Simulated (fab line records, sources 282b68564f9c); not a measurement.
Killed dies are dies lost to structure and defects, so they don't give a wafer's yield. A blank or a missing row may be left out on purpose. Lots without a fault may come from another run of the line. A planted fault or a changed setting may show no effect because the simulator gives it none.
A struck lot beside a sound one | flow rit_cmos | 15 steps out of a route of 202
Sound: wafers L877.1, L877.3, L877.4. Struck: wafers L889.4, L889.5, L889.6. The cause comes at the end.
At each step with rows: each side's tool, then ch and its chambers, then its first start. Under that, the readings that differ: sound wafers | struck wafers | difference of the means | sigmas: that difference in standard deviations of wafers without a fault.
alike: readings whose means differ by less than 2 such deviations, and words and numbers that are the same on both sides. not compared: withheld readings, readings that some wafer has no value for, bounds like >300 that may hide the same value, and numbers for which the record gives no deviation and whose values overlap.
The two part at a step that has a row with sigmas, a row that says differs or no value, or rows on one side only. Numbers that don't overlap but have no deviation are shown without sigmas and don't part them. A reading that every wafer of one side lacks parts them only if that side has two wafers or more.

RIT_FOX2_THK_MEAS_01:
  sound on film_metro-04, day 2 07:27; struck on film_metro-04, day 4 18:18
  alike: FOX2_OXIDE_THK
then, 2 steps without rows for these wafers: RIT_FOX2_CLEAN_02 (cleans in dHF, time 180 s); RIT_FOX2_WET_ETCH_03 (etches Si3N4 in H3PO4, target depth 195 nm, time 2700 s).
RIT_FOX2_THK_MEAS_90:
  sound on film_metro-02, day 2 08:23; struck on film_metro-01, day 4 19:11
  alike: FIELD_OXIDE_LEFT_1_THK
then, 6 steps without rows for these wafers: RIT_NWELL_HMDS_00 (prime time 60 s); RIT_NWELL_COAT_01 (resist thk 1300 nm); RIT_NWELL_SOFTBAKE_02 (time 60 s); RIT_NWELL_EXPOSE_03 (exposes mask M2, target cd 43900 nm); RIT_NWELL_PEB_04; RIT_NWELL_DEVELOP_05 (develop time 68 s).
RIT_NWELL_OVL_MEAS_06:
  sound on overlay-02, day 2 09:42; struck on overlay-02, day 4 20:06
  alike: NWELL_OVL
then, 1 step without rows for these wafers: RIT_NWELL_HARDBAKE_07 (time 120 s).
RIT_NWELL_IMPLANT_08:
  sound on implanter-01 ch 0, day 2 09:59; struck on implanter-02 ch 0, day 4 20:27
  reading                   | sound                | struck               | difference | sigmas
  beam_energy_keV           | 170.14 170.06 170.01 | 175.42 175.38 175.30 | +5.30      | +91
  model.implant.drp_nm (nm) | 68.82 68.82 68.82    | 70.44 70.44 70.44    | +1.62      |
  alike: faraday_current_uA, tilt_deg
RIT_NWELL_STRIP_09: strips in O2, time 180 s.
  sound on plasma_asher-01 ch 0,1, day 2 10:08; struck on plasma_asher-04 ch 0,1, day 4 20:35
  alike: drypump_motor_current_A
  not compared: rf_hours_counter_h
RIT_M1_PROBE_99:
  sound on prober-02, day 4 03:32; struck on prober-02, day 6 12:26
  reading                            | sound                | struck               | difference | sigmas
  model.etest.field_p_metal.vt_v (V) | -28.28 -28.91 -28.52 | -31.02 -29.55 -30.16 | -1.67      |
  model.etest.field_p.vt_v (V)       | -12.22 -12.15 -12.28 | -12.64 -12.57 -12.57 | -0.38      |
  alike: killed_at_contacts, killed_at_front_end, killed_dies, killed_open, killed_short

WHERE THEY PART
Only at RIT_NWELL_IMPLANT_08, within this record. Later steps at which nothing parts them and some readings are alike: RIT_NWELL_STRIP_09, RIT_M1_PROBE_99.

WHY: what the simulator had put in
Process parameter drift: implanter-02, from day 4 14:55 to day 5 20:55, at RIT_NWELL_IMPLANT_08. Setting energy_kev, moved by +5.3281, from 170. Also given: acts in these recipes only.
